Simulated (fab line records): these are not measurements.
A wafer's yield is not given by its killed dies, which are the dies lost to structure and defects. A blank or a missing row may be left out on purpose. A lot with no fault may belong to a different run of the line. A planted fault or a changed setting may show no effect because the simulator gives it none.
Which of the tools did it? ; flow berkeley cmos170 ; 42 wafers from 14 lots sampled at 3 of the route's 331 steps

WHAT THE GAUGES READ, wafer by wafer
UCB170_WELLDRIVE_THK_MEAS_02.
lot;measured;on;WELLDRIVE_OXIDE_THK (nm)
L440;day 3 22:29;film metro-01;204 205 205
L444;day 4 17:21;film metro-02;197 196 193
L443;day 4 17:22;film metro-01;198 199 195
L445;day 4 23:26;film metro-02;200 199 196
L450;day 5 22:11;film metro-01;203 200 199
L449;day 5 22:11;film metro-04;206 203 202
L452;day 6 07:32;film metro-02;201 200 199
L453;day 6 20:42;film metro-02;206 205 208
L455;day 7 09:17;film metro-04;202 196 201
L457;day 8 01:22;film metro-01;195 195 193
L459;day 8 07:59;film metro-04;197 202 202
L460;day 8 07:59;film metro-01;201 199 204
L462;day 8 15:20;film metro-01;199 196 195
L463;day 9 00:32;film metro-04;195 194 197

UCB170_PFIELD_OVL_MEAS_06.
lot;measured;on;PFIELD_OVL (nm)
L440;day 4 22:01;overlay-01;7 9 3
L444;day 5 16:56;overlay-02;4 2 1
L443;day 5 17:48;overlay-02;0 5 0
L445;day 6 05:35;overlay-01;-5 0 1
L450;day 7 04:19;overlay-01;7 1 12
L449;day 7 03:55;overlay-02;5 10 -2
L452;day 7 12:05;overlay-01;-3 -3 -4
L453;day 7 21:50;overlay-01;-1 1 4
L455;day 8 09:04;overlay-02;4 12 13
L457;day 9 06:23;overlay-01;-3 -3 0
L459;day 9 13:20;overlay-01;5 9 4
L460;day 9 13:29;overlay-02;7 7 6
L462;day 9 13:37;overlay-01;7 9 4
L463;day 10 03:37;overlay-02;11 10 13

UCB170_PVT_OVL_MEAS_06.
lot;measured;on;PVT_OVL (nm)
L440;day 6 21:03;overlay-01;-5 -10 -5
L444;day 7 12:35;overlay-02;5 -4 -1
L443;day 7 12:19;overlay-01;-2 0 2
L445;day 7 23:35;overlay-02;-2 -5 -6
L450;day 8 21:20;overlay-02;4 1 6
L449;day 8 21:41;overlay-01;-6 -5 -3
L452;day 9 08:24;overlay-01;-8 -6 -8
L453;day 9 15:34;overlay-01;2 5 4
L455;day 10 00:34;overlay-01;-3 -6 -2
L457;day 10 23:28;overlay-01;-2 -5 -2
L459;day 11 03:50;overlay-01;-11 -6 -7
L460;day 11 04:01;overlay-01;-2 -8 -2
L462;day 11 04:18;overlay-01;-8 -1 -5
L463;day 11 14:19;overlay-02;-4 -1 -1

EACH LOT AND THE TOOL THAT RAN IT (in order: tool; ch and the chambers of the sampled wafers; start)
Before these readings, the record contains no process step.

AS READ BY THE TOOLS THEMSELVES (means over the sampled wafers that have a number; for cases with no such wafer, the mark the record gives instead)
The record holds no such reading with a usual standard deviation.

THE ANSWER, worked out from the rows above alone
Rule: what is usual is taken from the lots themselves. Put in order of their means at a reading, lots are off if they are a third of the lots or fewer, leave a main group of 4 or more, and stand apart from it by a gap of 3 or more times the standard deviation of the main group's means; of several such gaps the widest counts. If all means in a main group match to the digits the tables above print for the reading, that group is not used. A lot without any number at a reading at which 4 lots or more have one is off too. Any other lot the step has rows for is counted as sound. After the gauges, taken in route order, come the tools' own readings; for these a lot's mean is taken, as printed above. At the first step where some lot is off, the reading lying furthest off is the one used; lots without a number count as furthest.
Across all readings shown, no lot is off: no conclusion can be drawn from this.

WHAT THE SIMULATOR HAD PUT IN
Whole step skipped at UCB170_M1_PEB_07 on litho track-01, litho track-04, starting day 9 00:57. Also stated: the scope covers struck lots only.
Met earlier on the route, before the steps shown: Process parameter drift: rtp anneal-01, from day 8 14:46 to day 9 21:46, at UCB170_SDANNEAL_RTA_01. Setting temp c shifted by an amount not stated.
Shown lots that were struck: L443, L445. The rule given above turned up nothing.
